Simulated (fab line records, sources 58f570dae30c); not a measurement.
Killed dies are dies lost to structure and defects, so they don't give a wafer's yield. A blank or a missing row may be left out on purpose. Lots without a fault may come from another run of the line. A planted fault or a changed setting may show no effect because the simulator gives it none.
Chamber matching | flow berkeley_cmos170 | UCB170_CONTACT_ETCH_17 on rie_diel-04: 4 sister chambers
The step etches BARC in N2/H2. 14 wafers are shown with their chamber, then 7 later ones without.

WAFERS WITH THEIR CHAMBER
wafer  | chamber | throttle_valve_pct (%) | drypump_motor_current_A (A) | oes_product_au (a.u.)
L180.1 | 1       | 13.28                  | 6.0                         | 1.001
L180.4 | 3       | 13.50                  | 6.2                         | 1.029
L180.6 | 2       | 13.43                  | 6.1                         | 1.018
L182.1 | 0       | 13.32                  | 5.7                         | 0.973
L182.4 | 1       | 13.28                  | 6.0                         | 0.999
L182.6 | 3       | 13.49                  | 6.2                         | 1.023
L183.2 | 0       | 13.30                  | 5.7                         | 0.979
L183.4 | 3       | 13.49                  | 6.2                         | 1.021
L183.6 | 3       | 13.48                  | 6.2                         | 1.022
L184.2 | 1       | 13.27                  | 5.9                         | 0.989
L184.4 | 2       | 13.44                  | 6.0                         | 1.016
L184.6 | 1       | 13.28                  | 5.9                         | 0.994
L187.1 | 1       | 13.27                  | 5.9                         | 0.995
L187.4 | 0       | 13.31                  | 5.7                         | 0.975

SIGNATURES (means of the wafers above)
reading                 | chamber 0 | chamber 1 | chamber 2 | chamber 3 | scatter within a chamber
throttle_valve_pct      | 13.3100   | 13.2760   | 13.4350   | 13.4900   | 0.00755
drypump_motor_current_A | 5.700     | 5.940     | 6.050     | 6.200     | 0.0412
oes_product_au          | 0.97567   | 0.99560   | 1.01700   | 1.02375   | 0.00383
Rule: a wafer's distance from a chamber is the root of the sum, over the readings, of the square of ((its reading less the chamber's mean) divided by the reading's scatter). The wafer belongs to the nearest chamber; if the next one is less than 2 further off, it can't be placed. The scatter: the root of (the sum of the squares of (reading less its chamber's mean) over the shown wafers, divided by (wafers less chambers)).

WAFERS WITHOUT THEIR CHAMBER
wafer  | throttle_valve_pct (%) | drypump_motor_current_A (A) | oes_product_au (a.u.)
L187.6 | 13.40                  | 6.1                         | 1.023
L189.2 | 13.28                  | 6.0                         | 0.997
L189.3 | 13.43                  | 6.0                         | 1.025
L189.6 | 13.47                  | 6.2                         | 1.021
L199.3 | 13.28                  | 5.9                         | 0.998
L199.4 | 13.31                  | 5.7                         | 0.981
L199.6 | 13.28                  | 5.9                         | 0.997

WHICH CHAMBER EACH WENT THROUGH
wafer  | from the rows above | in truth
L187.6 | 2                   | 2
L189.2 | 1                   | 1
L189.3 | 2                   | 2
L189.6 | 3                   | 3
L199.3 | 1                   | 1
L199.4 | 0                   | 0
L199.6 | 1                   | 1
Placed correctly: 7 of 7. Can't be placed from these rows: 0. Placed wrongly: 0.
